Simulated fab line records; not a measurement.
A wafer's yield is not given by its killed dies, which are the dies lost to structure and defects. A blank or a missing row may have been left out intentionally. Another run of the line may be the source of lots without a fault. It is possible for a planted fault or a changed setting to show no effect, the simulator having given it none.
Which tool did it? || flow rit_cmos || 13 lots, 39 wafers sampled, at 2 steps of a route of 202

WHAT EACH GAUGE READ, for each wafer
The record lacks any reading of a measuring or inspecting step that a usual standard deviation could be used to judge.

WHAT TOOL EACH LOT RAN ON (gives the tool, then ch and the chambers of the sampled wafers, and finally the start)
{"lot": "L799", "RIT_M1_METAL_ETCH_12": "rie_metal-03 ch 0,1, day 3 15:51", "RIT_M1_PROBE_99": "prober-02, day 3 18:11"}
{"lot": "L800", "RIT_M1_METAL_ETCH_12": "rie_metal-01 ch 0,1, day 3 16:43", "RIT_M1_PROBE_99": "prober-01, day 3 20:40"}
{"lot": "L805", "RIT_M1_METAL_ETCH_12": "rie_metal-03 ch 0,1, day 4 13:26", "RIT_M1_PROBE_99": "prober-02, day 4 15:44"}
{"lot": "L806", "RIT_M1_METAL_ETCH_12": "rie_metal-01 ch 0,1, day 4 17:25", "RIT_M1_PROBE_99": "prober-01, day 4 19:40"}
{"lot": "L809", "RIT_M1_METAL_ETCH_12": "rie_metal-01 ch 0,1, day 5 08:35", "RIT_M1_PROBE_99": "prober-02, day 5 10:53"}
{"lot": "L811", "RIT_M1_METAL_ETCH_12": "rie_metal-03 ch 0,1, day 5 18:31", "RIT_M1_PROBE_99": "prober-02, day 5 21:31"}
{"lot": "L813", "RIT_M1_METAL_ETCH_12": "rie_metal-04 ch 0,1, day 6 04:49", "RIT_M1_PROBE_99": "prober-02, day 6 08:08"}
{"lot": "L814", "RIT_M1_METAL_ETCH_12": "rie_metal-03 ch 0,1, day 6 09:44", "RIT_M1_PROBE_99": "prober-01, day 6 12:03"}
{"lot": "L816", "RIT_M1_METAL_ETCH_12": "rie_metal-03 ch 0,1, day 6 19:00", "RIT_M1_PROBE_99": "prober-01, day 6 21:19"}
{"lot": "L818", "RIT_M1_METAL_ETCH_12": "rie_metal-03 ch 0,1, day 7 05:50", "RIT_M1_PROBE_99": "prober-01, day 7 09:40"}
{"lot": "L820", "RIT_M1_METAL_ETCH_12": "rie_metal-04 ch 0,1, day 7 16:09", "RIT_M1_PROBE_99": "prober-01, day 7 18:24"}
{"lot": "L821", "RIT_M1_METAL_ETCH_12": "rie_metal-03 ch 0,1, day 7 20:31", "RIT_M1_PROBE_99": "prober-02, day 7 22:49"}
{"lot": "L822", "RIT_M1_METAL_ETCH_12": "rie_metal-01 ch 0,1, day 8 02:09", "RIT_M1_PROBE_99": "prober-01, day 8 05:36"}
- RIT_M1_METAL_ETCH_12: etches Al in Cl2/BCl3, stops on SiO2, time 165 s, target depth 600 nm.
- RIT_M1_PROBE_99

WHAT THE TOOLS THEMSELVES READ (means of the sampled wafers that have a number; where no wafer has one, the mark that the record gives instead)
RIT_M1_METAL_ETCH_12.
{"lot": "L799", "tool": "rie_metal-03", "chamber_pressure_mTorr (mTorr)": 100.02, "drypump_motor_current_A (A)": 5.9, "oes_product_au (a.u.)": 0.754, "throttle_valve_pct (%)": 8.26}
{"lot": "L800", "tool": "rie_metal-01", "chamber_pressure_mTorr (mTorr)": 100.02, "drypump_motor_current_A (A)": 5.1, "oes_product_au (a.u.)": 0.795, "throttle_valve_pct (%)": 8.28}
{"lot": "L805", "tool": "rie_metal-03", "chamber_pressure_mTorr (mTorr)": 99.99, "drypump_motor_current_A (A)": 5.9, "oes_product_au (a.u.)": 0.759, "throttle_valve_pct (%)": 8.25}
{"lot": "L806", "tool": "rie_metal-01", "chamber_pressure_mTorr (mTorr)": 106.63, "drypump_motor_current_A (A)": 5.1, "oes_product_au (a.u.)": 0.780, "throttle_valve_pct (%)": 8.28}
{"lot": "L809", "tool": "rie_metal-01", "chamber_pressure_mTorr (mTorr)": 106.67, "drypump_motor_current_A (A)": 5.1, "oes_product_au (a.u.)": 0.796, "throttle_valve_pct (%)": 8.28}
{"lot": "L811", "tool": "rie_metal-03", "chamber_pressure_mTorr (mTorr)": 100.03, "drypump_motor_current_A (A)": 5.6, "oes_product_au (a.u.)": 0.765, "throttle_valve_pct (%)": 8.30}
{"lot": "L813", "tool": "rie_metal-04", "chamber_pressure_mTorr (mTorr)": 100.02, "drypump_motor_current_A (A)": 5.5, "oes_product_au (a.u.)": 0.782, "throttle_valve_pct (%)": 8.22}
{"lot": "L814", "tool": "rie_metal-03", "chamber_pressure_mTorr (mTorr)": 100.10, "drypump_motor_current_A (A)": 5.9, "oes_product_au (a.u.)": 0.759, "throttle_valve_pct (%)": 8.26}
{"lot": "L816", "tool": "rie_metal-03", "chamber_pressure_mTorr (mTorr)": 100.01, "drypump_motor_current_A (A)": 5.9, "oes_product_au (a.u.)": 0.761, "throttle_valve_pct (%)": 8.25}
{"lot": "L818", "tool": "rie_metal-03", "chamber_pressure_mTorr (mTorr)": 99.97, "drypump_motor_current_A (A)": 5.7, "oes_product_au (a.u.)": 0.755, "throttle_valve_pct (%)": 8.30}
{"lot": "L820", "tool": "rie_metal-04", "chamber_pressure_mTorr (mTorr)": 99.94, "drypump_motor_current_A (A)": 5.5, "oes_product_au (a.u.)": 0.774, "throttle_valve_pct (%)": 8.22}
{"lot": "L821", "tool": "rie_metal-03", "chamber_pressure_mTorr (mTorr)": 100.02, "drypump_motor_current_A (A)": 5.9, "oes_product_au (a.u.)": 0.760, "throttle_valve_pct (%)": 8.25}
{"lot": "L822", "tool": "rie_metal-01", "chamber_pressure_mTorr (mTorr)": 99.91, "drypump_motor_current_A (A)": 5.7, "oes_product_au (a.u.)": 0.793, "throttle_valve_pct (%)": 8.31}

RIT_M1_PROBE_99.
{"lot": "L799", "tool": "prober-02", "defect_limited_yield (%)": 96.2, "killed_at_contacts": 0.0, "killed_at_front_end": 10, "killed_dies": 10, "killed_open": 6.0, "killed_short": 4.0, "sort_bin_3_pad_short (%)": 0.3, "sort_bin_5_function (%)": 1.9, "sort_bin_6_memory (%)": 1.6, "sort_n_pass": 254, "sort_yield_pct (%)": 96.2}
{"lot": "L800", "tool": "prober-01", "defect_limited_yield (%)": 98.1, "killed_at_contacts": 0.0, "killed_at_front_end": 5, "killed_dies": 5, "killed_open": 4.0, "killed_short": 1.0, "sort_bin_3_pad_short (%)": 0.0, "sort_bin_5_function (%)": 0.9, "sort_bin_6_memory (%)": 1.0, "sort_n_pass": 259, "sort_yield_pct (%)": 98.1}
{"lot": "L805", "tool": "prober-02", "defect_limited_yield (%)": 97.7, "killed_at_contacts": 0.0, "killed_at_front_end": 6, "killed_dies": 6, "killed_open": 2.3, "killed_short": 3.7, "sort_bin_3_pad_short (%)": 0.0, "sort_bin_5_function (%)": 1.4, "sort_bin_6_memory (%)": 0.9, "sort_n_pass": 258, "sort_yield_pct (%)": 97.7}
{"lot": "L806", "tool": "prober-01", "defect_limited_yield (%)": 98.1, "killed_at_contacts": 0.3, "killed_at_front_end": 5, "killed_dies": 5, "killed_open": 3.0, "killed_short": 2.0, "sort_bin_3_pad_short (%)": 0.1, "sort_bin_5_function (%)": 1.2, "sort_bin_6_memory (%)": 0.7, "sort_n_pass": 259, "sort_yield_pct (%)": 98.1}
{"lot": "L809", "tool": "prober-02", "defect_limited_yield (%)": 97.6, "killed_at_contacts": 0.0, "killed_at_front_end": 6, "killed_dies": 6, "killed_open": 3.0, "killed_short": 3.3, "sort_bin_3_pad_short (%)": 0.0, "sort_bin_5_function (%)": 1.3, "sort_bin_6_memory (%)": 1.1, "sort_n_pass": 258, "sort_yield_pct (%)": 97.6}
{"lot": "L811", "tool": "prober-02", "defect_limited_yield (%)": 98.2, "killed_at_contacts": 0.0, "killed_at_front_end": 5, "killed_dies": 5, "killed_open": 2.3, "killed_short": 2.3, "sort_bin_3_pad_short (%)": 0.0, "sort_bin_5_function (%)": 1.0, "sort_bin_6_memory (%)": 0.8, "sort_n_pass": 259, "sort_yield_pct (%)": 98.2}
{"lot": "L813", "tool": "prober-02", "defect_limited_yield (%)": 96.0, "killed_at_contacts": 0.3, "killed_at_front_end": 10, "killed_dies": 11, "killed_open": 6.7, "killed_short": 4.0, "sort_bin_3_pad_short (%)": 0.3, "sort_bin_5_function (%)": 2.3, "sort_bin_6_memory (%)": 1.5, "sort_n_pass": 253, "sort_yield_pct (%)": 96.0}
{"lot": "L814", "tool": "prober-01", "defect_limited_yield (%)": 97.3, "killed_at_contacts": 0.0, "killed_at_front_end": 7, "killed_dies": 7, "killed_open": 2.3, "killed_short": 4.7, "sort_bin_3_pad_short (%)": 0.3, "sort_bin_5_function (%)": 1.4, "sort_bin_6_memory (%)": 1.0, "sort_n_pass": 257, "sort_yield_pct (%)": 97.3}
{"lot": "L816", "tool": "prober-01", "defect_limited_yield (%)": 97.2, "killed_at_contacts": 0.3, "killed_at_front_end": 7, "killed_dies": 7, "killed_open": 3.0, "killed_short": 4.3, "sort_bin_3_pad_short (%)": 0.3, "sort_bin_5_function (%)": 1.8, "sort_bin_6_memory (%)": 0.8, "sort_n_pass": 257, "sort_yield_pct (%)": 97.2}
{"lot": "L818", "tool": "prober-01", "defect_limited_yield (%)": 97.0, "killed_at_contacts": 0.0, "killed_at_front_end": 8, "killed_dies": 8, "killed_open": 3.3, "killed_short": 4.3, "sort_bin_3_pad_short (%)": 0.4, "sort_bin_5_function (%)": 1.4, "sort_bin_6_memory (%)": 1.3, "sort_n_pass": 256, "sort_yield_pct (%)": 97.0}
{"lot": "L820", "tool": "prober-01", "defect_limited_yield (%)": 98.2, "killed_at_contacts": 0.0, "killed_at_front_end": 5, "killed_dies": 5, "killed_open": 3.0, "killed_short": 1.7, "sort_bin_3_pad_short (%)": 0.0, "sort_bin_5_function (%)": 1.3, "sort_bin_6_memory (%)": 0.5, "sort_n_pass": 259, "sort_yield_pct (%)": 98.2}
{"lot": "L821", "tool": "prober-02", "defect_limited_yield (%)": 98.3, "killed_at_contacts": 0.0, "killed_at_front_end": 4, "killed_dies": 4, "killed_open": 3.0, "killed_short": 1.3, "sort_bin_3_pad_short (%)": 0.0, "sort_bin_5_function (%)": 1.3, "sort_bin_6_memory (%)": 0.4, "sort_n_pass": 260, "sort_yield_pct (%)": 98.3}
{"lot": "L822", "tool": "prober-01", "defect_limited_yield (%)": 97.2, "killed_at_contacts": 0.0, "killed_at_front_end": 7, "killed_dies": 7, "killed_open": 2.7, "killed_short": 4.3, "sort_bin_3_pad_short (%)": 0.0, "sort_bin_5_function (%)": 1.8, "sort_bin_6_memory (%)": 1.0, "sort_n_pass": 257, "sort_yield_pct (%)": 97.2}

THE ANSWER, worked out from the rows above alone
Rule: the lots themselves supply what counts as usual. Put in order of their means at a reading, lots are off if they are a third of the lots or fewer, leave a main group of 4 or more, and stand apart from it by a gap of 3 or more times the standard deviation of the main group's means; of several such gaps the widest counts. If all means in a main group match to the digits the tables above print for the reading, that group is not used. Also off: a lot with no number at a reading for which 4 or more lots have one. Where the step has rows for the other lots, those lots are counted as sound. First the gauges in route order, then the tools' own readings, where a lot's mean is used as printed above. At the first step where some lot is off, the reading lying furthest off is the one used; lots without a number count as furthest.
Off at RIT_M1_METAL_ETCH_12 (chamber_pressure_mTorr): L806, L809. The main group: mean 100.00 mTorr, standard deviation 0.048.
A tool fits if, at that step or a process step before it, it ran every lot that is off, and no sound lot after the first of them. No candidate that was tried fits.

WHAT THE SIMULATOR HAD PUT IN
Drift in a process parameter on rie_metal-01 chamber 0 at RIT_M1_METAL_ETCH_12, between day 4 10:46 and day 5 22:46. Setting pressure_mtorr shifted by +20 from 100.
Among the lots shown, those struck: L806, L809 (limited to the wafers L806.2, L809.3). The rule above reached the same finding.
